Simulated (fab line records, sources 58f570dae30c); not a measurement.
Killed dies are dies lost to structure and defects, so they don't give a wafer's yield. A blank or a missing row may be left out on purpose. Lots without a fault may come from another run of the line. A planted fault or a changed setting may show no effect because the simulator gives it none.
Which tool did it? | flow berkeley_cmos170 | 15 lots, 45 wafers sampled, at 5 steps of a route of 331

WHAT THE GAUGES READ, wafer by wafer
UCB170_NWELL_TW_MEAS_16. Usual: NWELL_TW 1255, standard deviation 7.9.
lot  | measured    | on            | NWELL_TW       | flag
L620 | day 2 10:41 | film_metro-03 | 1256 1254 1257 |
L621 | day 2 10:54 | film_metro-01 | 1251 1244 1249 |
L623 | day 2 21:16 | film_metro-03 | 1257 1249 1253 |
L625 | day 3 13:19 | film_metro-02 | 1259 1262 1266 |
L628 | day 4 05:36 | film_metro-02 | 1270 1265 1256 |
L630 | day 4 10:18 | film_metro-03 | 1262 1257 1252 |
L631 | day 4 16:07 | film_metro-01 | 1238 1252 1256 |
L633 | day 5 06:38 | film_metro-01 | 1257 1254 1262 |
L635 | day 5 18:25 | film_metro-02 | 1264 1258 1252 |
L636 | day 5 18:43 | film_metro-02 | 1264 1261 1261 |
L637 | day 6 01:40 | film_metro-01 | 1245 1244 1251 |
L638 | day 6 01:26 | film_metro-01 | 1249 1246 1247 |
L639 | day 6 13:27 | film_metro-03 | 1251 1248 1256 |
L642 | day 6 21:24 | film_metro-02 | 1260 1271 1261 |
L643 | day 7 05:35 | film_metro-02 | 1258 1252 1257 |

UCB170_ACTIVE_THK_MEAS_06. Usual: ACTIVE_NITRIDE_THK 220.2 nm, standard deviation 2.1.
lot  | measured    | on            | ACTIVE_NITRIDE_THK (nm) | flag
L620 | day 4 03:42 | film_metro-01 | 224.5 223.9 224.6       |
L621 | day 4 03:42 | film_metro-02 | 218.3 218.0 218.4       |
L623 | day 5 01:22 | film_metro-02 | 220.8 221.1 221.1       |
L625 | day 5 15:41 | film_metro-01 | 218.0 218.0 218.4       |
L628 | day 6 09:03 | film_metro-02 | 221.1 219.6 219.3       |
L630 | day 6 09:05 | film_metro-02 | 218.1 216.9 219.4       |
L631 | day 6 09:05 | film_metro-01 | 223.8 224.1 225.8       |
L633 | day 7 11:49 | film_metro-01 | 217.4 219.1 219.1       |
L635 | day 7 23:41 | film_metro-01 | 218.8 219.0 219.0       |
L636 | day 7 13:44 | film_metro-02 | 216.2 220.4 218.7       |
L637 | day 7 23:43 | film_metro-04 | 220.7 220.1 219.1       |
L638 | day 7 23:41 | film_metro-02 | 217.8 218.3 217.8       |
L639 | day 8 08:13 | film_metro-04 | 220.5 220.4 217.5       |
L642 | day 8 15:05 | film_metro-02 | 216.9 218.8 219.1       |
L643 | day 8 20:08 | film_metro-01 | 221.5 220.4 220.4       |

UCB170_ACTIVE_CD_MEAS_13: target cd 1200 nm. Usual: cd_nm 1200.0 nm, standard deviation 2.
lot  | measured    | on        | cd_nm (nm)                                | flag
L620 | day 4 04:52 | cd_sem-01 | 1200.8 1199.5 1202.5                      |
L621 | day 4 04:55 | cd_sem-02 | 1197.4 1198.3 1198.3                      |
L623 | day 5 02:40 | cd_sem-02 | 1200.2 1200.0 1198.6                      |
L625 | day 5 16:48 | cd_sem-02 | 1161.8 1161.0 1160.4 1161.9 1160.7 1160.2 | OFF
L628 | day 6 10:17 | cd_sem-02 | 1169.9 1168.9 1170.7 1169.4 1169.0 1170.4 | OFF
L630 | day 6 10:35 | cd_sem-01 | 1174.0 1174.6 1173.8 1173.9 1174.7 1173.8 | OFF
L631 | day 6 10:49 | cd_sem-02 | 1199.4 1200.1 1199.2                      |
L633 | day 7 12:43 | cd_sem-02 | 1202.6 1201.8 1200.4                      |
L635 | day 8 00:44 | cd_sem-02 | 1202.4 1201.7 1202.3                      |
L636 | day 7 15:21 | cd_sem-02 | 1201.6 1201.9 1200.2                      |
L637 | day 8 00:58 | cd_sem-02 | 1198.9 1198.6 1199.2                      |
L638 | day 8 00:51 | cd_sem-01 | 1198.3 1197.0 1199.1                      |
L639 | day 8 09:35 | cd_sem-02 | 1200.7 1199.0 1199.6                      |
L642 | day 8 16:52 | cd_sem-02 | 1197.8 1198.1 1198.5                      |
L643 | day 8 22:04 | cd_sem-02 | 1198.0 1198.6 1200.0                      |

WHICH TOOL RAN EACH LOT (tool, then ch and the chambers of the sampled wafers, then the start)
lot  | UCB170_ZERO_ETCH_06               | UCB170_ACTIVE_EXPOSE_10
L620 | rie_diel-02 ch 0,2, day 1 22:02   | krf_scanner-01 ch 0, day 4 04:13
L621 | rie_diel-01 ch 1,2,3, day 1 22:18 | krf_scanner-01 ch 0, day 4 04:20
L623 | rie_diel-01 ch 0,1,2, day 2 09:58 | krf_scanner-02 ch 0, day 5 02:14
L625 | rie_diel-04 ch 0,2,3, day 2 22:02 | krf_scanner-01 ch 0, day 5 16:25
L628 | rie_diel-04 ch 0,1, day 3 14:37   | krf_scanner-01 ch 0, day 6 09:43
L630 | rie_diel-04 ch 0,2,3, day 3 20:28 | krf_scanner-01 ch 0, day 6 10:11
L631 | rie_diel-02 ch 0,2,3, day 4 02:54 | krf_scanner-02 ch 0, day 6 10:26
L633 | rie_diel-01 ch 0,1,2, day 4 14:50 | krf_scanner-02 ch 0, day 7 12:20
L635 | rie_diel-02 ch 0,1, day 5 04:53   | krf_scanner-02 ch 0, day 8 00:19
L636 | rie_diel-04 ch 0,2, day 5 05:05   | krf_scanner-02 ch 0, day 7 14:23
L637 | rie_diel-02 ch 0,2,3, day 5 11:33 | krf_scanner-02 ch 0, day 8 00:34
L638 | rie_diel-04 ch 0,2, day 5 11:47   | krf_scanner-02 ch 0, day 8 00:28
L639 | rie_diel-01 ch 0,1,2, day 5 20:13 | krf_scanner-02 ch 0, day 8 08:56
L642 | rie_diel-04 ch 1,2, day 6 09:30   | krf_scanner-02 ch 0, day 8 16:16
L643 | rie_diel-02 ch 0,1,3, day 6 16:47 | krf_scanner-02 ch 0, day 8 20:56
- UCB170_ZERO_ETCH_06: etches SiO2 in CHF3/CF4/Ar, time 12 s.
- UCB170_ACTIVE_EXPOSE_10: exposes mask ACTIVE, target cd 1200 nm.

WHAT THE TOOLS THEMSELVES READ (means of the sampled wafers that have a number; where no wafer has one, the mark that the record gives instead)
UCB170_ZERO_ETCH_06. Usual: drypump_motor_current_A 5.9 A, standard deviation 0.42; mfc_ar_sccm 120.0 sccm, standard deviation 0.36; oes_product_au 0.612 a.u., standard deviation 0.0083; throttle_valve_pct 9.31 %, standard deviation 0.12.
lot  | tool        | drypump_motor_current_A (A) | mfc_ar_sccm (sccm) | oes_product_au (a.u.) | throttle_valve_pct (%) | flag
L620 | rie_diel-02 | 6.3                         | 120.1              | 0.602                 | 9.36                   |
L621 | rie_diel-01 | 5.4                         | 119.9              | 0.612                 | 9.28                   |
L623 | rie_diel-01 | 5.7                         | 120.0              | 0.617                 | 9.31                   |
L625 | rie_diel-04 | 5.8                         | 120.4              | 0.614                 | 9.23                   |
L628 | rie_diel-04 | 6.2                         | 120.0              | 0.609                 | 9.31                   |
L630 | rie_diel-04 | 5.8                         | 120.1              | 0.619                 | 9.21                   |
L631 | rie_diel-02 | 6.0                         | 119.8              | 0.609                 | 9.37                   |
L633 | rie_diel-01 | 5.7                         | 120.1              | 0.618                 | 9.31                   |
L635 | rie_diel-02 | 6.0                         | 120.3              | 0.611                 | 9.27                   |
L636 | rie_diel-04 | 6.1                         | 119.8              | 0.611                 | 9.31                   |
L637 | rie_diel-02 | 6.0                         | 119.8              | 0.605                 | 9.39                   |
L638 | rie_diel-04 | 6.2                         | 120.2              | 0.615                 | 9.29                   |
L639 | rie_diel-01 | 5.7                         | 119.8              | 0.614                 | 9.31                   |
L642 | rie_diel-04 | 6.3                         | 120.1              | 0.617                 | 9.28                   |
L643 | rie_diel-02 | 5.8                         | 119.8              | 0.611                 | 9.37                   |

UCB170_ACTIVE_EXPOSE_10. Usual: exposure_dose_mJ_cm2 19.985, standard deviation 0.02.
lot  | tool           | exposure_dose_mJ_cm2 | flag
L620 | krf_scanner-01 | 19.983               |
L621 | krf_scanner-01 | 19.981               |
L623 | krf_scanner-02 | 19.964               |
L625 | krf_scanner-01 | 24.349               | OFF
L628 | krf_scanner-01 | 23.480               | OFF
L630 | krf_scanner-01 | 23.472               | OFF
L631 | krf_scanner-02 | 20.018               |
L633 | krf_scanner-02 | 19.975               |
L635 | krf_scanner-02 | 19.989               |
L636 | krf_scanner-02 | 19.987               |
L637 | krf_scanner-02 | 19.991               |
L638 | krf_scanner-02 | 20.007               |
L639 | krf_scanner-02 | 19.981               |
L642 | krf_scanner-02 | 19.968               |
L643 | krf_scanner-02 | 20.000               |

THE ANSWER, worked out from the rows above alone
Rule: a lot is off if the mean of its wafers that have a number lies more than 3 standard deviations from the usual mean. A lot without any number at a reading at which 4 lots or more have one is off too. The other lots that the step has rows for count as sound. The gauges are gone through in route order, then the tools' own readings, and for those a lot's mean is taken as printed above. The first step at which some lot is off is used, and at that step the reading that is off furthest; a lot without a number counts as furthest.
Off: L625, L628, L630, at UCB170_ACTIVE_CD_MEAS_13 (cd_nm).
A tool fits if, at a process step before that reading, it ran every lot that is off, and no sound lot after the first of them. The gauges at UCB170_ACTIVE_CD_MEAS_13 aren't tried: what is off there is off at UCB170_ACTIVE_EXPOSE_10 too, on other tools, and a gauge's error can't cause that. One fits: krf_scanner-01 at UCB170_ACTIVE_EXPOSE_10. Its last sound lot is L621 (day 4 04:20), its first lot that is off L625 (day 5 16:25): a fault that began between those two fits.
The tool's own readings at UCB170_ACTIVE_EXPOSE_10 bear it out: on the lots that are off they differ by more than 5 times the standard deviation of the sound lots' means. exposure_dose_mJ_cm2 reads 23.767 there against 19.987 on the sound lots.

WHAT THE SIMULATOR HAD PUT IN
Process parameter drift: krf_scanner-01, from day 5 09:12 on, at UCB170_ACTIVE_EXPOSE_10. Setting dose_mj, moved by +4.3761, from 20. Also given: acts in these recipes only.
Lots struck among those shown: L625, L628, L630. The rule above found the same.
